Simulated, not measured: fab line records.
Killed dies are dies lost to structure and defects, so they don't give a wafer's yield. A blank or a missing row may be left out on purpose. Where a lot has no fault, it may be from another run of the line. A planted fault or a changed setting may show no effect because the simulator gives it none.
Lot-split experiment | flow rit-cmos | on a route of 202 steps: 5 lots, 23 wafers read

## THE SPLIT ITSELF
At RIT_FOX2_OXIDATION_00 (target thk 350.7 nm, ox time 1130 s), the setting temp-c was moved away from the recipe's 1100 C on 20 of the 23 wafers read, by -2.5% to +1.9%. This setting was run at the recipe's value on the other wafers.

## FROM THE SPLIT TO THE READING: what the file shows between them, 17 steps
- RIT_FOX2_THK_MEAS_01
- RIT_FOX2_CLEAN_02: cleans in dHF, time 180 s
- RIT_FOX2_WET_ETCH_03: etches Si3N4 in H3PO4, target depth 195 nm, time 2700 s
- RIT_FOX2_THK_MEAS_90
- RIT_NWELL_IMPLANT_08 (also split here: dose-cm2)
- RIT_PWELL_STRIP_09: strips in O2, time 180 s (also split here: o2-flow-sccm)
- RIT_WELLDRIVE_ANNEAL_00: time 14700 s
- RIT_WELLDRIVE_RS_MEAS_01: measures by four-point-probe
- RIT_PRETRO_COAT_01: resist thk 1300 nm (also split here: spin-rpm)
- RIT_PRETRO_SOFTBAKE_02: time 62.32 s
- RIT_PRETRO_EXPOSE_03: exposes mask M5, target cd 43700 nm
- RIT_PRETRO_DEVELOP_05: develop time 68 s
- RIT_PRETRO_HARDBAKE_07: time 120 s
- RIT_GATE_CLEAN_01: cleans in SC1, time 600 s (also split here: time-s)
- RIT_GATE_CLEAN_02: cleans in dHF, time 30 s
- RIT_GATE_CLEAN_03: cleans in SC2, time 600 s
- RIT_GATE_CLEAN_04: cleans in dHF, time 60 s

## THE READING
FIELD_OXIDE_LEFT_2_THK, in nm, at RIT_FOX2_THK_MEAS_91. A value of 253 nm with a standard deviation of 6.6 nm is what fault-free wafers of this fab line usually give.

wafer  | tool, chamber at the split | temp-c as run, C | against the recipe | FIELD_OXIDE_LEFT_2_THK, nm | against lot-mates on the recipe
L074.1 | -, -                       | 1112             | +1.1%              | 276                        | no lot-mate on the recipe
L074.2 | -, -                       | 1112             | +1.1%              | 273                        | no lot-mate on the recipe
L074.3 | -, -                       | 1112             | +1.1%              | 273                        | no lot-mate on the recipe
L074.5 | -, -                       | 1112             | +1.1%              | 269                        | no lot-mate on the recipe
L074.6 | -, -                       | 1112             | +1.1%              | 275                        | no lot-mate on the recipe
L077.1 | furnace-01, 0              | 1100             | recipe             | 252                        | -
L077.2 | furnace-01, 0              | 1100             | recipe             | 250                        | -
L077.5 | furnace-01, 0              | 1100             | recipe             | 253                        | -
L079.1 | -, -                       | 1110             | +0.9%              | 265                        | no lot-mate on the recipe
L079.3 | -, -                       | 1110             | +0.9%              | 263                        | no lot-mate on the recipe
L079.4 | -, -                       | 1110             | +0.9%              | 268                        | no lot-mate on the recipe
L079.5 | -, -                       | 1110             | +0.9%              | 269                        | no lot-mate on the recipe
L079.6 | -, -                       | 1110             | +0.9%              | 269                        | no lot-mate on the recipe
L084.1 | -, -                       | 1072             | -2.5%              | 210                        | no lot-mate on the recipe
L084.2 | -, -                       | 1072             | -2.5%              | 214                        | no lot-mate on the recipe
L084.3 | -, -                       | 1072             | -2.5%              | 214                        | no lot-mate on the recipe
L084.4 | -, -                       | 1072             | -2.5%              | 210                        | no lot-mate on the recipe
L084.6 | -, -                       | 1072             | -2.5%              | 208                        | no lot-mate on the recipe
L085.1 | -, -                       | 1121             | +1.9%              | 284                        | no lot-mate on the recipe
L085.2 | -, -                       | 1121             | +1.9%              | 285                        | no lot-mate on the recipe
L085.3 | -, -                       | 1121             | +1.9%              | 282                        | no lot-mate on the recipe
L085.5 | -, -                       | 1121             | +1.9%              | 284                        | no lot-mate on the recipe
L085.6 | -, -                       | 1121             | +1.9%              | 279                        | no lot-mate on the recipe

THE FIT
A straight line over all 23 wafers: FIELD_OXIDE_LEFT_2_THK changes by +16.3 nm for each +1% of temp-c; r = +0.99; the points scatter about the line by 2.8 nm.
Too few moved wafers have a lot-mate on the recipe to fit a line with each lot's own level taken away.

## THE WHOLE CHAIN: every reading that the file lists as answering this split, in the file's order
step                  | what it does                        | reading                                                                           | change (the file's fit)              | r (the file's)
RIT_FOX2_OXIDATION_00 | target thk 350.7 nm, ox time 1130 s | SiO2_of_FOX2_OXIDATION_00.thk-nm (the simulator's own value, which no gauge read) | +16.5 nm for each +1% of the setting | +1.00
RIT_FOX2_THK_MEAS_01  |                                     | FOX2_OXIDE_THK                                                                    | +16.5 for each +1% of the setting    | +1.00
RIT_FOX2_THK_MEAS_90  |                                     | FIELD_OXIDE_LEFT_1_THK                                                            | +16.4 for each +1% of the setting    | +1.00
RIT_FOX2_THK_MEAS_91  |                                     | FIELD_OXIDE_LEFT_2_THK                                                            | +16.3 for each +1% of the setting    | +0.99

## THE FILE'S OWN FIT
FIELD_OXIDE_LEFT_2_THK changes by +16.3 nm for each +1% of temp-c, r = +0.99.
